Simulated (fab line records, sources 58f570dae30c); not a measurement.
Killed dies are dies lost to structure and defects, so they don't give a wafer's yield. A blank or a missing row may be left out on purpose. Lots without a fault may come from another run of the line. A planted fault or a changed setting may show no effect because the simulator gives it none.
Split-lot experiment | flow berkeley_cmos170 | 5 lots, 23 wafers read, on a route of 331 steps

THE SPLIT
At UCB170_FIELD_OXIDATION_01 (target thk 558.3 nm, ox time 7200 s), the setting ox_time_s was moved away from the recipe's 7200 s on 10 of the 23 wafers read, by -12.2% to +8.2%. The other wafers ran this setting at the recipe's value.

FROM THE SPLIT TO THE READING: what the file shows between them, 10 steps
- UCB170_FIELD_THK_MEAS_02
- UCB170_FIELD_ANNEAL_03: time 1200 s
- UCB170_FIELD_WET_ETCH_04: etches SiO2 in dHF, time 60 s
- UCB170_FIELD_WET_ETCH_05: etches Si3N4 in H3PO4, time 12600 s
- UCB170_FIELD_WET_ETCH_06: etches SiO2 in BOE, time 22 s
- UCB170_FIELD_THK_MEAS_90
- UCB170_NVT_STRIP_08: strips in O2 (also split here: overash_fraction)
- UCB170_PVT_DEVELOP_05: develop time 45 s (also split here: dev_temp_c)
- UCB170_PVT_IMPLANT_07
- UCB170_GATE_WET_ETCH_00: etches SiO2 in dHF, time 196.8 s

THE READING
FIELD_OXIDE_LEFT_2_THK, in nm, at UCB170_FIELD_THK_MEAS_91. Fault-free wafers of this fab line usually give 347 nm, standard deviation 8.4 nm.

wafer  | tool, chamber at the split | ox_time_s as run, s | against the recipe | FIELD_OXIDE_LEFT_2_THK, nm | against lot-mates on the recipe
L078.1 | -, -                       | 7200                | recipe             | 346                        | -
L078.2 | -, -                       | 7200                | recipe             | 349                        | -
L078.3 | -, -                       | 7200                | recipe             | 362                        | -
L078.4 | -, -                       | 7200                | recipe             | 354                        | -
L078.6 | -, -                       | 7200                | recipe             | 353                        | -
L079.2 | furnace-02, 0              | 7200                | recipe             | 345                        | -
L079.3 | furnace-02, 0              | 7200                | recipe             | 359                        | -
L079.6 | furnace-02, 0              | 7200                | recipe             | 360                        | -
L081.1 | -, -                       | 6321                | -12.2%             | 284                        | no lot-mate on the recipe
L081.2 | -, -                       | 6321                | -12.2%             | 286                        | no lot-mate on the recipe
L081.3 | -, -                       | 6321                | -12.2%             | 286                        | no lot-mate on the recipe
L081.5 | -, -                       | 6321                | -12.2%             | 291                        | no lot-mate on the recipe
L081.6 | -, -                       | 6321                | -12.2%             | 293                        | no lot-mate on the recipe
L084.1 | -, -                       | 7787                | +8.2%              | 383                        | no lot-mate on the recipe
L084.2 | -, -                       | 7787                | +8.2%              | 378                        | no lot-mate on the recipe
L084.4 | -, -                       | 7787                | +8.2%              | 385                        | no lot-mate on the recipe
L084.5 | -, -                       | 7787                | +8.2%              | 385                        | no lot-mate on the recipe
L084.6 | -, -                       | 7787                | +8.2%              | 371                        | no lot-mate on the recipe
L085.1 | -, -                       | 7200                | recipe             | 351                        | -
L085.2 | -, -                       | 7200                | recipe             | 347                        | -
L085.3 | -, -                       | 7200                | recipe             | 341                        | -
L085.4 | -, -                       | 7200                | recipe             | 347                        | -
L085.6 | -, -                       | 7200                | recipe             | 349                        | -

THE FIT
A straight line over all 23 wafers: FIELD_OXIDE_LEFT_2_THK changes by +4.62 nm for each +1% of ox_time_s; r = +0.98; the points scatter about the line by 6.9 nm.
Too few moved wafers have a lot-mate on the recipe to fit a line with each lot's own level taken away.

THE WHOLE CHAIN: every reading that the file lists as answering this split, in the file's order
step                      | what it does                        | reading                                                                            | change (the file's fit)              | r (the file's)
UCB170_FIELD_OXIDATION_01 | target thk 558.3 nm, ox time 7200 s | SiO2_of_FIELD_OXIDATION_01.thk_nm (the simulator's own value, which no gauge read) | +4.63 nm for each +1% of the setting | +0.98
UCB170_FIELD_THK_MEAS_02  |                                     | FIELD_OXIDE_THK                                                                    | +4.64 for each +1% of the setting    | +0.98
UCB170_FIELD_WET_ETCH_04  | etches SiO2 in dHF, time 60 s       | SiO2_of_FIELD_OXIDATION_01.thk_nm (the simulator's own value, which no gauge read) | +4.66 nm for each +1% of the setting | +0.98
UCB170_FIELD_THK_MEAS_90  |                                     | FIELD_OXIDE_LEFT_1_THK                                                             | +4.59 for each +1% of the setting    | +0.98
UCB170_FIELD_THK_MEAS_91  |                                     | FIELD_OXIDE_LEFT_2_THK                                                             | +4.61 for each +1% of the setting    | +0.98

THE FILE'S OWN FIT
FIELD_OXIDE_LEFT_2_THK changes by +4.61 nm for each +1% of ox_time_s, r = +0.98.
